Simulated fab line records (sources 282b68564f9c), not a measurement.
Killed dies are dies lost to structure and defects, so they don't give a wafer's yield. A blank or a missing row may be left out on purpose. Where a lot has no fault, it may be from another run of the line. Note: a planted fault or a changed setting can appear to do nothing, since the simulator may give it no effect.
Check for tools in common :: flow rit-cmos :: 15 lots and 45 wafers in the sample

## WHY THIS WAS OPENED
RIT_GATE_OVL_MEAS_17, reading GATE_OVL: flagged on 3 of 15 lots. Fault-free wafers read -0.7 nm, with a standard deviation of 1.3.
Rule: a lot gets a flag if all its wafers with a number sit over 4 standard deviations from that mean, or if no wafer of it has a number. As for the other lots, they are considered sound.

lot: L976
measured: day 2 17:36
on: overlay-01
GATE_OVL (nm), wafer by wafer: 0.3 0.6 -0.4
flag: 

lot: L977
measured: day 2 19:28
on: overlay-02
GATE_OVL (nm), wafer by wafer: -1.0 -3.4 -1.4
flag: 

lot: L979
measured: day 3 10:55
on: overlay-01
GATE_OVL (nm), wafer by wafer: -0.2 1.6 0.3
flag: 

lot: L980
measured: day 3 15:10
on: overlay-02
GATE_OVL (nm), wafer by wafer: -0.7 -1.0 -2.4
flag: 

lot: L983
measured: day 4 00:18
on: overlay-02
GATE_OVL (nm), wafer by wafer: -1.4 -1.9 -0.8
flag: 

lot: L984
measured: day 4 05:11
on: overlay-02
GATE_OVL (nm), wafer by wafer: 0.7 -2.8 -1.6
flag: 

lot: L986
measured: day 4 18:07
on: overlay-01
GATE_OVL (nm), wafer by wafer: -0.8 0.1 -1.1
flag: 

lot: L988
measured: day 5 01:33
on: overlay-02
GATE_OVL (nm), wafer by wafer: -151.9 -151.9 -152.1
flag: FLAGGED

lot: L989
measured: day 5 05:26
on: overlay-02
GATE_OVL (nm), wafer by wafer: -1.0 -1.8 -1.6
flag: 

lot: L991
measured: day 5 16:59
on: overlay-02
GATE_OVL (nm), wafer by wafer: -152.2 -154.0 -152.0
flag: FLAGGED

lot: L994
measured: day 6 07:33
on: overlay-02
GATE_OVL (nm), wafer by wafer: -149.9 -151.3 -151.5
flag: FLAGGED

lot: L996
measured: day 6 16:48
on: overlay-01
GATE_OVL (nm), wafer by wafer: -0.6 -0.8 -1.4
flag: 

lot: L997
measured: day 7 00:06
on: overlay-01
GATE_OVL (nm), wafer by wafer: 0.0 -2.1 -0.7
flag: 

lot: L998
measured: day 7 04:20
on: overlay-01
GATE_OVL (nm), wafer by wafer: 1.3 -1.4 0.4
flag: 

lot: L999
measured: day 7 08:10
on: overlay-01
GATE_OVL (nm), wafer by wafer: 2.2 -0.5 0.6
flag: 
The numbers of the flagged lots are -151.9 nm on average: -151.2 nm against the usual, or -99 or more standard deviations.

## EACH LOT AND THE TOOL IT RAN ON
The record keeps 1 process step preceding the reading, out of 202 steps on the route. Each cell gives the tool, then ch followed by the chambers the sampled wafers passed through, then the start.
lot: L976
flag: 
RIT_GATE_EXPOSE_13: iline-stepper-01 ch 0, day 2 17:07

lot: L977
flag: 
RIT_GATE_EXPOSE_13: iline-stepper-02 ch 0, day 2 18:56

lot: L979
flag: 
RIT_GATE_EXPOSE_13: iline-stepper-02 ch 0, day 3 10:24

lot: L980
flag: 
RIT_GATE_EXPOSE_13: iline-stepper-02 ch 0, day 3 14:31

lot: L983
flag: 
RIT_GATE_EXPOSE_13: iline-stepper-01 ch 0, day 3 23:49

lot: L984
flag: 
RIT_GATE_EXPOSE_13: iline-stepper-02 ch 0, day 4 04:40

lot: L986
flag: 
RIT_GATE_EXPOSE_13: iline-stepper-02 ch 0, day 4 17:36

lot: L988
flag: FLAGGED
RIT_GATE_EXPOSE_13: iline-stepper-02 ch 0, day 5 01:02

lot: L989
flag: 
RIT_GATE_EXPOSE_13: iline-stepper-01 ch 0, day 5 04:53

lot: L991
flag: FLAGGED
RIT_GATE_EXPOSE_13: iline-stepper-02 ch 0, day 5 16:16

lot: L994
flag: FLAGGED
RIT_GATE_EXPOSE_13: iline-stepper-02 ch 0, day 6 07:00

lot: L996
flag: 
RIT_GATE_EXPOSE_13: iline-stepper-01 ch 0, day 6 16:17

lot: L997
flag: 
RIT_GATE_EXPOSE_13: iline-stepper-01 ch 0, day 6 23:36

lot: L998
flag: 
RIT_GATE_EXPOSE_13: iline-stepper-01 ch 0, day 7 03:49

lot: L999
flag: 
RIT_GATE_EXPOSE_13: iline-stepper-01 ch 0, day 7 07:38
What is done by these steps:
- RIT_GATE_EXPOSE_13: exposes mask M6, target cd 150 nm.
- RIT_GATE_OVL_MEAS_17

## FLAGGED AGAINST TOTAL, ONE TOOL AT A TIME (gauges that did the reading follow at the end)
step: RIT_GATE_EXPOSE_13
tool: iline-stepper-01
lots run: 7
flagged: 0
share of the flagged lots: none
sound lots run after its first flagged lot: -

step: RIT_GATE_EXPOSE_13
tool: iline-stepper-02
lots run: 8
flagged: 3
share of the flagged lots: all
sound lots run after its first flagged lot: 0

step: RIT_GATE_OVL_MEAS_17
tool: overlay-01
lots run: 7
flagged: 0
share of the flagged lots: none
sound lots run after its first flagged lot: -

step: RIT_GATE_OVL_MEAS_17
tool: overlay-02
lots run: 8
flagged: 3
share of the flagged lots: all
sound lots run after its first flagged lot: 1 (L989)

## WHAT THE TABLE ALLOWS
iline-stepper-02 at RIT_GATE_EXPOSE_13 and overlay-02 at RIT_GATE_OVL_MEAS_17 are the 2 rows of the table that ran each flagged lot.
- iline-stepper-02 at RIT_GATE_EXPOSE_13: 3 of its 8 lots flagged. A fault beginning between L986 (day 4 17:36), its last sound lot, and L988 (day 5 01:02), its first flagged one, fits the data.
- overlay-02 at RIT_GATE_OVL_MEAS_17: 3 of its 8 lots flagged. After the first flagged lot (L989), sound lots still ran on it; a lasting fault on the whole tool would not permit that.
What remains is a single tool, iline-stepper-02 at RIT_GATE_EXPOSE_13.

## WHAT THE SIMULATOR HAD PUT IN
Scanner matching overlay: iline-stepper-02, from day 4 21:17 on, at RIT_GATE_EXPOSE_13. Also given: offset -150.
Shown lots that were struck: L988, L991, L994. The same result came from the rule above.
